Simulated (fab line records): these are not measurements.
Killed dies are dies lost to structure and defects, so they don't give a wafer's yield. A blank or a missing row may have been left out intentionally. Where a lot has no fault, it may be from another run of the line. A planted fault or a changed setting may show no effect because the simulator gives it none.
fab line records -- flow berkeley_cmos170 -- part 1 of 2: steps 1 to 35 of 48
record lots=5, wafers=15, last_day=11
route steps=331 shown PFIELD@80 FIELD@89 SACOX@97 SCREENOX@100 NVT@104 PVT@115 GATE@125
lots untouched by any fault: they come from a run of this same line in which no faults occurred
start_h: hours from the record's opening day to when the first of the lot's shown wafers began -- wait_h: hours since the lot's step before -- " identical to the entry in the row above -- L1.1+2: a row that stands for several wafers -- - either no value or no given start -- * or withheld: withheld -- < > ~ a bound
route shown NAME@n: NAME is a module with steps in the file, n the number in the route of the first one -- usual: mean/standard deviation taken from wafers without a fault -- same: alike in all rows -- chamber/n: place in a boat -- sites: readings site by site -- _std_site: how widely they spread, as a standard deviation -- _edge_site: inner sites' mean taken away from outer sites' mean -- radius_mm: for every site, how far away it sits from the centre of the wafer -- mask NAME#n: copy n -- behind: tool/chamber where the wafer was last shaped -- hold: the reason the lot was held/the length of the hold in hours/how it ended -- device: which transistor (n, p or np) failed to switch -- end of line: tests of these same wafers at the route's end -- step lacking rows: just its recipe -- killed: the dies lost at the first sort to structure and to defects; this is not the yield of the wafer -- map: per-die view of a wafer (x killed, . not killed, _ where there is no die)
set.NAME: setting as actually run; set.NAME@STEP: the setting as run at that earlier step -- model.NAME: the simulator's own value behind a step, which no gauge read
lots at selected steps of the route; one table per step, one row per wafer
services: from which hour (start_h, from the record's first day; less than 0 if before it) a tool's chamber was out of use, for how many hours, and why
## steps
# step UCB170_PFIELD_COAT_01
# recipe resist=KrF, spin_rpm=1500, resist_thk_nm=900
lot.wafer,tool,chamber,start_h,wait_h
L078.3+5+6,litho_track-01,0,88.15,0.1
L084.2+4+5,litho_track-02,0,123.96,0.1
L083.2+5+6,litho_track-04,0,124.17,0.1
L082.1+2+3,litho_track-04,0,125.05,0.1
L094.1+3+6,litho_track-01,0,173.24,0.1
# step UCB170_PFIELD_SOFTBAKE_02
# recipe resist=KrF, temp_c=130, time_s=60
# same time_s=60
lot.wafer,tool,chamber,start_h,wait_h
L078.3+5+6,litho_track-01,0,88.30,0.1
L084.2+4+5,litho_track-02,0,124.11,0.1
L083.2+5+6,litho_track-04,0,124.32,0.1
L082.1+2+3,litho_track-04,0,125.20,0.1
L094.1+3+6,litho_track-01,0,173.39,0.1
# step UCB170_PFIELD_EXPOSE_03
# recipe mask_id=PFIELD, na=0.5, sigma_outer=0.6, source_shape=conventional, target_cd_nm=1500, dose_mj=30
# usual focus_offset_nm=-0.1/0.54
# same sigma_outer=0.6
lot.wafer,tool,chamber,start_h,wait_h,mask,focus_offset_nm
L078.3,krf_scanner-02,0,88.81,0.5,PFIELD#0,0.4
L078.5,krf_scanner-02,0,88.81,0.5,PFIELD#0,-0.3
L078.6,krf_scanner-02,0,88.81,0.5,PFIELD#0,-0.1
L084.2,krf_scanner-02,0,124.25,0.1,PFIELD#0,0.7
L084.4,krf_scanner-02,0,124.25,0.1,PFIELD#0,0.8
L084.5,krf_scanner-02,0,124.25,0.1,PFIELD#0,-0.3
L083.2,krf_scanner-02,0,124.47,0.1,PFIELD#0,0.3
L083.5,krf_scanner-02,0,124.47,0.1,PFIELD#0,0.6
L083.6,krf_scanner-02,0,124.47,0.1,PFIELD#0,0.7
L082.1,krf_scanner-01,0,125.64,0.4,PFIELD#0,-1.3
L082.2,krf_scanner-01,0,125.64,0.4,PFIELD#0,-0.8
L082.3,krf_scanner-01,0,125.64,0.4,PFIELD#0,-0.2
L094.1,krf_scanner-02,0,173.54,0.1,PFIELD#0,-0.5
L094.3,krf_scanner-02,0,173.54,0.1,PFIELD#0,-0.3
L094.6,krf_scanner-02,0,173.54,0.1,PFIELD#0,0.9
# step UCB170_PFIELD_PEB_04
# recipe peb_temp_c=130, peb_time_s=withheld, resist=KrF
lot.wafer,tool,chamber,start_h,wait_h
L078.3+5+6,litho_track-02,0,89.78,0.9
L084.2+4+5,litho_track-02,0,125.16,0.9
L083.2+5+6,litho_track-02,0,125.43,0.9
L082.1+2+3,litho_track-02,0,125.96,0.3
L094.1+3+6,litho_track-01,0,174.44,0.9
# step UCB170_PFIELD_DEVELOP_05
# recipe developer=TMAH, develop_time_s=45, resist=KrF, dev_temp_c=21
lot.wafer,tool,chamber,start_h,wait_h
L078.3+5+6,litho_track-02,0,-,-
L084.2+4+5,litho_track-02,0,-,-
L083.2+5+6,litho_track-02,0,-,-
L082.1+2+3,litho_track-02,0,-,-
L094.1+3+6,litho_track-01,0,-,-
# step UCB170_PFIELD_OVL_MEAS_06
# usual PFIELD_OVL=1/5.2
lot.wafer,tool,chamber,start_h,wait_h,PFIELD_OVL[nm]
L078.3,overlay-02,-,90.01,-,-7
L078.5,overlay-02,-,90.01,-,-1
L078.6,overlay-02,-,90.01,-,-3
L084.2,overlay-02,-,125.41,-,-8
L084.4,overlay-02,-,125.41,-,-2
L084.5,overlay-02,-,125.41,-,-2
L083.2,overlay-02,-,125.71,-,-3
L083.5,overlay-02,-,125.71,-,-7
L083.6,overlay-02,-,125.71,-,-1
L082.1,overlay-02,-,126.23,-,7
L082.2,overlay-02,-,126.23,-,4
L082.3,overlay-02,-,126.23,-,5
L094.1,overlay-02,-,174.71,-,7
L094.3,overlay-02,-,174.71,-,8
L094.6,overlay-02,-,174.71,-,9
# step UCB170_PFIELD_IMPLANT_07
# recipe species=B, dose_cm2=2e+13, energy_kev=80, tilt_deg=7
# usual beam_on_s=9.97/0.2
lot.wafer,tool,chamber,start_h,wait_h,beam_on_s
L078.3,implanter-03,0,90.09,0.1,9.87
L078.5,implanter-03,0,90.09,0.1,9.98
L078.6,implanter-03,0,90.09,0.1,9.61
L084.2,implanter-01,0,125.47,0.0,9.75
L084.4,implanter-01,0,125.47,0.0,9.71
L084.5,implanter-01,0,125.47,0.0,9.64
L083.2,implanter-01,0,125.76,0.0,9.71
L083.5,implanter-01,0,125.76,0.0,9.83
L083.6,implanter-01,0,125.76,0.0,9.79
L082.1,implanter-03,0,126.27,0.0,10.20
L082.2,implanter-03,0,126.27,0.0,10.31
L082.3,implanter-03,0,126.27,0.0,9.90
L094.1,implanter-04,0,174.75,0.0,10.03
L094.3,implanter-04,0,174.75,0.0,9.89
L094.6,implanter-04,0,174.75,0.0,9.80
# step UCB170_PFIELD_STRIP_08
# recipe chemistry=O2, power_w=400, pressure_mtorr=3500, platen_temp_c=withheld, o2_flow_sccm=400, overash_fraction=0.5
# usual drypump_motor_current_A=5.6/0.36, oes_product_au=0.735/0.0041, strip_time_to_endpoint_s=21.62/0.075
lot.wafer,tool,chamber,start_h,wait_h,drypump_motor_current_A,oes_product_au,rf_hours_counter_h,strip_time_to_endpoint_s
L078.3,plasma_asher-03,1,90.22,0.1,5.5,0.736,-,21.66
L078.5,plasma_asher-03,0,90.22,0.1,5.5,0.739,-,21.65
L078.6,plasma_asher-03,1,90.22,0.1,5.5,0.741,-,21.71
L084.2,plasma_asher-02,1,125.59,0.1,5.9,0.737,41,21.50
L084.4,plasma_asher-02,0,125.59,0.1,5.1,0.740,-,21.49
L084.5,plasma_asher-02,1,125.59,0.1,5.9,0.736,-,21.55
L083.2,plasma_asher-02,1,125.91,0.1,5.9,0.733,41,21.47
L083.5,plasma_asher-02,1,125.91,0.1,5.9,0.735,-,21.49
L083.6,plasma_asher-02,0,125.91,0.1,5.1,0.732,-,21.46
L082.1,plasma_asher-03,1,126.44,0.1,5.5,0.737,1,21.51
L082.2,plasma_asher-03,0,126.44,0.1,5.5,0.737,1,21.55
L082.3,plasma_asher-03,0,126.44,0.1,5.6,0.735,-,21.56
L094.1,plasma_asher-04,1,174.90,0.1,6.3,0.742,49,21.57
L094.3,plasma_asher-04,0,174.90,0.1,6.0,0.735,-,21.52
L094.6,plasma_asher-04,1,174.90,0.1,6.3,0.735,-,21.51
# step UCB170_PFIELD_TW_MEAS_09
# usual PFIELD_TW=596/4.9
lot.wafer,tool,chamber,start_h,wait_h,PFIELD_TW
L078.3,film_metro-03,-,90.31,0.1,587
L078.5,film_metro-03,-,90.31,0.1,586
L078.6,film_metro-03,-,90.31,0.1,588
L084.2,film_metro-03,-,125.70,0.1,596
L084.4,film_metro-03,-,125.70,0.1,599
L084.5,film_metro-03,-,125.70,0.1,596
L083.2,film_metro-03,-,126.02,0.1,600
L083.5,film_metro-03,-,126.02,0.1,598
L083.6,film_metro-03,-,126.02,0.1,594
L082.1,film_metro-03,-,126.54,0.1,596
L082.2,film_metro-03,-,126.54,0.1,594
L082.3,film_metro-03,-,126.54,0.1,597
L094.1,film_metro-04,-,175.00,0.1,601
L094.3,film_metro-04,-,175.00,0.1,604
L094.6,film_metro-04,-,175.00,0.1,600
# step UCB170_FIELD_CLEAN_00
# recipe chemistry=dHF, dilution=25:1, time_s=7.5
# same time_s=7.5
lot.wafer,tool,chamber,start_h,wait_h
L078.3+5+6,wet_bench-03,0,90.35,0.0
L083.2+5+6,wet_bench-04,0,126.18,0.1
L084.2+4+5,wet_bench-04,0,126.18,0.5
L082.1+2+3,wet_bench-04,2,126.60,0.1
L094.1+3+6,wet_bench-03,1,175.06,0.1
# step UCB170_FIELD_OXIDATION_01
# recipe temp_c=1000, ambient=H2O, p_h2o_torr=584.62, target_thk_a=5583, ox_time_s=7200
lot.wafer,tool,chamber,start_h,wait_h
L078.3+5+6,furnace-01,0,92.20,1.8
L082.1+2+3,furnace-02,0,126.97,0.4
L083.2+5+6,furnace-02,0,126.97,0.8
L084.2+4+5,furnace-02,0,126.97,0.8
L094.1+3+6,furnace-01,0,179.31,4.2
# step UCB170_FIELD_THK_MEAS_02
# recipe reads=SiO2_of_FIELD_OXIDATION_01
# usual FIELD_OXIDE_THK=562/8.8
lot.wafer,tool,chamber,start_h,wait_h,FIELD_OXIDE_THK[nm]
L078.3,film_metro-03,-,95.22,0.0,572
L078.5,film_metro-03,-,95.22,0.0,563
L078.6,film_metro-03,-,95.22,0.0,569
L082.1,film_metro-02,-,129.97,0.0,551
L082.2,film_metro-02,-,129.97,0.0,557
L082.3,film_metro-02,-,129.97,0.0,543
L083.2,film_metro-01,-,129.98,0.0,571
L083.5,film_metro-01,-,129.98,0.0,563
L083.6,film_metro-01,-,129.98,0.0,563
L084.2,film_metro-03,-,129.98,0.0,561
L084.4,film_metro-03,-,129.98,0.0,560
L084.5,film_metro-03,-,129.98,0.0,558
L094.1,film_metro-02,-,182.31,0.0,569
L094.3,film_metro-02,-,182.31,0.0,569
L094.6,film_metro-02,-,182.31,0.0,569
# step UCB170_FIELD_ANNEAL_03
# recipe temp_c=1000, time_s=1200, ambient=N2
# same time_s=1200
lot.wafer,tool,chamber,start_h,wait_h
L078.3+5+6,furnace-01,0,99.05,3.8
L082.1+2+3,furnace-03,0,130.76,0.8
L083.2+5+6,furnace-03,0,130.76,0.8
L084.2+4+5,furnace-03,0,130.76,0.8
L094.1+3+6,furnace-02,0,183.87,1.6
# step UCB170_FIELD_WET_ETCH_04
# recipe chemistry=dHF, dilution=10:1, target=SiO2, temp_c=25, time_s=60
# same time_s=60
lot.wafer,tool,chamber,start_h,wait_h
L078.3+5+6,wet_bench-03,0,100.49,0.1
L082.1+2+3,wet_bench-03,3,132.09,0.0
L083.2+5+6,wet_bench-03,2,132.09,0.0
L084.2+4+5,wet_bench-03,0,132.09,0.0
L094.1+3+6,wet_bench-03,1,185.20,0.0
# step UCB170_FIELD_WET_ETCH_05
# recipe chemistry=H3PO4, target=Si3N4, temp_c=160, time_s=12600
# same time_s=12600
lot.wafer,tool,chamber,start_h,wait_h
L078.3+5+6,wet_bench-03,3,100.51,0.0
L082.1+2+3,wet_bench-03,3,132.12,0.0
L083.2+5+6,wet_bench-03,2,132.12,0.0
L084.2+4+5,wet_bench-03,1,132.12,0.0
L094.1+3+6,wet_bench-03,3,185.25,0.0
# step UCB170_FIELD_WET_ETCH_06
# recipe chemistry=BOE, dilution=5:1, target=SiO2, temp_c=25, time_s=22
# same time_s=22
lot.wafer,tool,chamber,start_h,wait_h
L078.3+5+6,wet_bench-02,0,104.34,0.0
L082.1+2+3,wet_bench-03,0,135.63,0.0
L083.2+5+6,wet_bench-03,0,135.63,0.0
L084.2+4+5,wet_bench-03,0,135.63,0.0
L094.1+3+6,wet_bench-03,2,188.94,0.2
# step UCB170_FIELD_THK_MEAS_90
# recipe reads=SiO2_of_FIELD_OXIDATION_01
# usual FIELD_OXIDE_LEFT_1_THK=445/8.8
lot.wafer,tool,chamber,start_h,wait_h,FIELD_OXIDE_LEFT_1_THK[nm]
L078.3,film_metro-03,-,104.44,0.1,454
L078.5,film_metro-03,-,104.44,0.1,446
L078.6,film_metro-03,-,104.44,0.1,452
L084.2,film_metro-01,-,135.65,0.0,444
L084.4,film_metro-01,-,135.65,0.0,443
L084.5,film_metro-01,-,135.65,0.0,441
L083.2,film_metro-02,-,135.67,0.0,454
L083.5,film_metro-02,-,135.67,0.0,444
L083.6,film_metro-02,-,135.67,0.0,446
L082.1,film_metro-03,-,135.70,0.1,432
L082.2,film_metro-03,-,135.70,0.1,439
L082.3,film_metro-03,-,135.70,0.1,425
L094.1,film_metro-02,-,189.01,0.1,451
L094.3,film_metro-02,-,189.01,0.1,452
L094.6,film_metro-02,-,189.01,0.1,451
# step UCB170_SACOX_CLEAN_00
# recipe chemistry=dHF, dilution=25:1, time_s=7.5
# same time_s=7.5
lot.wafer,tool,chamber,start_h,wait_h
L078.3+5+6,wet_bench-03,1,104.48,0.0
L084.2+4+5,wet_bench-03,1,135.70,0.0
L083.2+5+6,wet_bench-01,0,135.72,0.0
L082.1+2+3,wet_bench-04,0,135.76,0.1
L094.1+3+6,wet_bench-01,1,189.07,0.1
# step UCB170_SACOX_OXIDATION_01
# recipe temp_c=900, ambient=O2, target_thk_a=144, ox_time_s=2400
lot.wafer,tool,chamber,start_h,wait_h
L078.3+5+6,furnace-02,0,109.10,4.6
L082.1+2+3,furnace-02,0,138.67,2.9
L083.2+5+6,furnace-02,0,138.67,2.9
L084.2+4+5,furnace-02,0,138.67,3.0
L094.1+3+6,furnace-04,0,189.53,0.4
# step UCB170_SACOX_THK_MEAS_02
# recipe reads=SiO2_of_SACOX_OXIDATION_01
# usual SACOX_OXIDE_THK=14.3/0.36
lot.wafer,tool,chamber,start_h,wait_h,SACOX_OXIDE_THK[nm]
L078.3,film_metro-04,-,110.79,0.0,15.1
L078.5,film_metro-04,-,110.79,0.0,15.0
L078.6,film_metro-04,-,110.79,0.0,14.9
L084.2,film_metro-04,-,140.35,0.0,14.3
L084.4,film_metro-04,-,140.35,0.0,14.2
L084.5,film_metro-04,-,140.35,0.0,14.0
L083.2,film_metro-02,-,140.39,0.1,14.4
L083.5,film_metro-02,-,140.39,0.1,14.5
L083.6,film_metro-02,-,140.39,0.1,14.7
L082.1,film_metro-01,-,140.40,0.1,14.1
L082.2,film_metro-01,-,140.40,0.1,14.3
L082.3,film_metro-01,-,140.40,0.1,14.2
L094.1,film_metro-04,-,191.20,0.0,14.1
L094.3,film_metro-04,-,191.20,0.0,13.9
L094.6,film_metro-04,-,191.20,0.0,14.3
# step UCB170_SCREENOX_WET_ETCH_00
# recipe chemistry=dHF, dilution=25:1, target=SiO2, temp_c=25, time_s=200
# same time_s=200
lot.wafer,tool,chamber,start_h,wait_h
L078.3+5+6,wet_bench-03,0,111.05,0.3
L084.2+4+5,wet_bench-03,1,140.40,0.0
L082.1+2+3,wet_bench-03,0,140.47,0.1
L083.2+5+6,wet_bench-03,0,140.47,0.1
L094.1+3+6,wet_bench-03,0,191.35,0.1
# step UCB170_SCREENOX_OXIDATION_01
# recipe temp_c=900, ambient=O2, target_thk_a=144, ox_time_s=2400
lot.wafer,tool,chamber,start_h,wait_h
L078.3+5+6,furnace-01,0,111.73,0.6
L082.1+2+3,furnace-04,0,143.65,3.1
L083.2+5+6,furnace-04,0,143.65,3.1
L084.2+4+5,furnace-04,0,143.65,3.2
L094.1+3+6,furnace-02,0,193.55,2.1
# step UCB170_SCREENOX_THK_MEAS_02
# recipe reads=SiO2_of_SCREENOX_OXIDATION_01
# usual SCREENOX_OXIDE_THK=14.19/0.24
lot.wafer,tool,chamber,start_h,wait_h,SCREENOX_OXIDE_THK[nm]
L078.3,film_metro-03,-,113.48,0.1,13.99
L078.5,film_metro-03,-,113.48,0.1,14.26
L078.6,film_metro-03,-,113.48,0.1,14.29
L082.1,film_metro-04,-,145.31,0.0,14.11
L082.2,film_metro-04,-,145.31,0.0,14.34
L082.3,film_metro-04,-,145.31,0.0,14.49
L084.2,film_metro-01,-,145.32,0.0,14.29
L084.4,film_metro-01,-,145.32,0.0,14.29
L084.5,film_metro-01,-,145.32,0.0,14.20
L083.2,film_metro-01,-,145.38,0.1,14.45
L083.5,film_metro-01,-,145.38,0.1,14.60
L083.6,film_metro-01,-,145.38,0.1,14.55
L094.1,film_metro-03,-,195.28,0.1,13.92
L094.3,film_metro-03,-,195.28,0.1,13.94
L094.6,film_metro-03,-,195.28,0.1,13.90
# step UCB170_SCREENOX_ANNEAL_03
# recipe temp_c=900, time_s=900, ambient=N2
# same time_s=900
lot.wafer,tool,chamber,start_h,wait_h
L078.3+5+6,furnace-04,0,117.09,3.6
L082.1+2+3,furnace-04,0,149.40,4.1
L083.2+5+6,furnace-04,0,149.40,4.0
L084.2+4+5,furnace-04,0,149.40,4.1
L094.1+3+6,furnace-02,0,196.47,1.2
# step UCB170_NVT_HMDS_00
# recipe prime_time_s=60, prime_temp_c=100
lot.wafer,tool,chamber,start_h,wait_h
L078.3+5+6,litho_track-01,0,119.17,0.8
L082.1+2+3,litho_track-03,0,150.65,0.0
L084.2+4+5,litho_track-02,0,150.67,0.0
L083.2+5+6,litho_track-02,0,151.12,0.5
L094.1+3+6,litho_track-02,0,198.24,0.5
# step UCB170_NVT_COAT_01
# recipe resist=KrF, spin_rpm=1500, resist_thk_nm=900
lot.wafer,tool,chamber,start_h,wait_h
L078.3+5+6,litho_track-01,0,119.32,0.1
L082.1+2+3,litho_track-03,0,150.80,0.1
L084.2+4+5,litho_track-02,0,150.82,0.1
L083.2+5+6,litho_track-02,0,151.27,0.1
L094.1+3+6,litho_track-02,0,198.39,0.1
# step UCB170_NVT_SOFTBAKE_02
# recipe resist=KrF, temp_c=130, time_s=60
# same time_s=60
lot.wafer,tool,chamber,start_h,wait_h
L078.3+5+6,litho_track-01,0,119.47,0.1
L082.1+2+3,litho_track-03,0,150.95,0.1
L084.2+4+5,litho_track-02,0,150.97,0.1
L083.2+5+6,litho_track-02,0,151.42,0.1
L094.1+3+6,litho_track-02,0,198.54,0.1
# step UCB170_NVT_EXPOSE_03
# recipe mask_id=PWELL, target_cd_nm=3000, na=0.5, sigma_outer=0.6, source_shape=conventional, dose_mj=30
# usual focus_offset_nm=-0.1/0.51
# same sigma_outer=0.6
lot.wafer,tool,chamber,start_h,wait_h,mask,focus_offset_nm
L078.3,krf_scanner-01,0,119.61,0.1,PWELL#0,1.1
L078.5,krf_scanner-01,0,119.61,0.1,PWELL#0,0.3
L078.6,krf_scanner-01,0,119.61,0.1,PWELL#0,-0.5
L084.2,krf_scanner-02,0,151.12,0.1,PWELL#0,0.0
L084.4,krf_scanner-02,0,151.12,0.1,PWELL#0,0.3
L084.5,krf_scanner-02,0,151.12,0.1,PWELL#0,0.9
L082.1,krf_scanner-01,0,151.34,0.4,PWELL#0,0.1
L082.2,krf_scanner-01,0,151.34,0.4,PWELL#0,0.3
L082.3,krf_scanner-01,0,151.34,0.4,PWELL#0,0.0
L083.2,krf_scanner-01,0,151.84,0.4,PWELL#0,0.1
L083.5,krf_scanner-01,0,151.84,0.4,PWELL#0,0.4
L083.6,krf_scanner-01,0,151.84,0.4,PWELL#0,0.0
L094.1,krf_scanner-01,0,198.97,0.4,PWELL#0,-0.5
L094.3,krf_scanner-01,0,198.97,0.4,PWELL#0,-0.2
L094.6,krf_scanner-01,0,198.97,0.4,PWELL#0,-1.0
# step UCB170_NVT_PEB_04
# recipe peb_temp_c=130, peb_time_s=withheld, resist=KrF
lot.wafer,tool,chamber,start_h,wait_h
L078.3+5+6,litho_track-01,0,120.17,0.5
L084.2+4+5,litho_track-01,0,151.28,0.1
L082.1+2+3,litho_track-01,0,151.53,0.2
L083.2+5+6,litho_track-01,0,151.96,0.1
L094.1+3+6,litho_track-02,0,199.69,0.7
# step UCB170_NVT_DEVELOP_05
# recipe developer=TMAH, develop_time_s=45, resist=KrF, dev_temp_c=21
lot.wafer,tool,chamber,start_h,wait_h
L078.3+5+6,litho_track-01,0,-,-
L084.2+4+5,litho_track-01,0,-,-
L082.1+2+3,litho_track-01,0,-,-
L083.2+5+6,litho_track-01,0,-,-
L094.1+3+6,litho_track-02,0,-,-
# step UCB170_NVT_OVL_MEAS_06
# usual NVT_OVL=0/5.1
lot.wafer,tool,chamber,start_h,wait_h,NVT_OVL[nm]
L078.3,overlay-02,-,120.41,-,-5
L078.5,overlay-02,-,120.41,-,-8
L078.6,overlay-02,-,120.41,-,0
L084.2,overlay-01,-,151.54,-,-2
L084.4,overlay-01,-,151.54,-,0
L084.5,overlay-01,-,151.54,-,-10
L082.1,overlay-02,-,151.81,-,-9
L082.2,overlay-02,-,151.81,-,-7
L082.3,overlay-02,-,151.81,-,-2
L083.2,overlay-01,-,152.22,-,-9
L083.5,overlay-01,-,152.22,-,4
L083.6,overlay-01,-,152.22,-,3
L094.1,overlay-02,-,199.97,-,6
L094.3,overlay-02,-,199.97,-,0
L094.6,overlay-02,-,199.97,-,6
# step UCB170_NVT_IMPLANT_07
# recipe species=BF2, dose_cm2=3e+12, energy_kev=50, tilt_deg=7
# usual beam_on_s=9.98/0.2
lot.wafer,tool,chamber,start_h,wait_h,beam_on_s
L078.3,implanter-01,0,120.48,0.1,10.00
L078.5,implanter-01,0,120.48,0.1,9.74
L078.6,implanter-01,0,120.48,0.1,10.00
L084.2,implanter-03,0,151.60,0.0,9.84
L084.4,implanter-03,0,151.60,0.0,9.77
L084.5,implanter-03,0,151.60,0.0,10.07
L082.1,implanter-01,0,151.85,0.0,9.42
L082.2,implanter-01,0,151.85,0.0,9.89
L082.3,implanter-01,0,151.85,0.0,9.83
L083.2,implanter-01,0,152.28,0.0,9.77
L083.5,implanter-01,0,152.28,0.0,10.08
L083.6,implanter-01,0,152.28,0.0,9.84
L094.1,implanter-01,0,200.00,0.0,10.14
L094.3,implanter-01,0,200.00,0.0,9.61
L094.6,implanter-01,0,200.00,0.0,9.86
# step UCB170_NVT_STRIP_08
# recipe chemistry=O2, power_w=400, pressure_mtorr=3500, platen_temp_c=withheld, o2_flow_sccm=400, overash_fraction=0.5
# usual drypump_motor_current_A=5.8/0.33, oes_product_au=0.734/0.0047, strip_time_to_endpoint_s=21.64/0.068
lot.wafer,tool,chamber,start_h,wait_h,drypump_motor_current_A,oes_product_au,rf_hours_counter_h,strip_time_to_endpoint_s
L078.3,plasma_asher-01,0,120.62,0.1,6.3,0.727,-,21.51
L078.5,plasma_asher-01,1,120.62,0.1,5.9,0.732,-,21.60
L078.6,plasma_asher-01,0,120.62,0.1,6.3,0.734,-,21.53
L084.2,plasma_asher-03,0,151.72,0.1,5.5,0.733,4,21.60
L084.4,plasma_asher-03,1,151.72,0.1,5.5,0.733,-,21.62
L084.5,plasma_asher-03,1,151.72,0.1,5.5,0.729,-,21.65
L082.1,plasma_asher-04,0,152.00,0.1,6.0,0.732,46,21.80
L082.2,plasma_asher-04,1,152.00,0.1,6.3,0.726,46,21.69
L082.3,plasma_asher-04,0,152.00,0.1,6.0,0.728,-,21.75
L083.2,plasma_asher-03,0,152.40,0.1,5.5,0.735,4,21.67
L083.5,plasma_asher-03,0,152.40,0.1,5.5,0.737,-,21.63
L083.6,plasma_asher-03,1,152.40,0.1,5.5,0.743,-,21.63
L094.1,plasma_asher-03,1,200.15,0.1,5.5,0.732,8,21.65
L094.3,plasma_asher-03,0,200.15,0.1,5.5,0.735,-,21.64
L094.6,plasma_asher-03,1,200.15,0.1,5.5,0.732,-,21.66
# step UCB170_NVT_TW_MEAS_09
# usual NVT_TW=521.7/2.8
lot.wafer,tool,chamber,start_h,wait_h,NVT_TW
L078.3,film_metro-03,-,120.70,0.1,519.3
L078.5,film_metro-03,-,120.70,0.1,519.9
L078.6,film_metro-03,-,120.70,0.1,520.8
L084.2,film_metro-04,-,151.83,0.1,524.6
L084.4,film_metro-04,-,151.83,0.1,528.8
L084.5,film_metro-04,-,151.83,0.1,524.5
L082.1,film_metro-03,-,152.10,0.1,520.9
L082.2,film_metro-03,-,152.10,0.1,519.5
L082.3,film_metro-03,-,152.10,0.1,519.9
L083.2,film_metro-02,-,152.51,0.1,525.5
L083.5,film_metro-02,-,152.51,0.1,523.2
L083.6,film_metro-02,-,152.51,0.1,524.4
L094.1,film_metro-02,-,200.25,0.1,520.3
L094.3,film_metro-02,-,200.25,0.1,516.3
L094.6,film_metro-02,-,200.25,0.1,518.5
# step UCB170_NVT_CLEAN_10
# recipe chemistry=SPM, temp_c=120, time_s=600
# same time_s=600
lot.wafer,tool,chamber,start_h,wait_h
L078.3+5+6,wet_bench-02,2,122.93,2.2
L082.1+2+3,wet_bench-01,1,154.46,2.4
L083.2+5+6,wet_bench-01,3,154.46,1.9
L084.2+4+5,wet_bench-01,2,154.46,2.6
L094.1+3+6,wet_bench-04,2,200.43,0.2
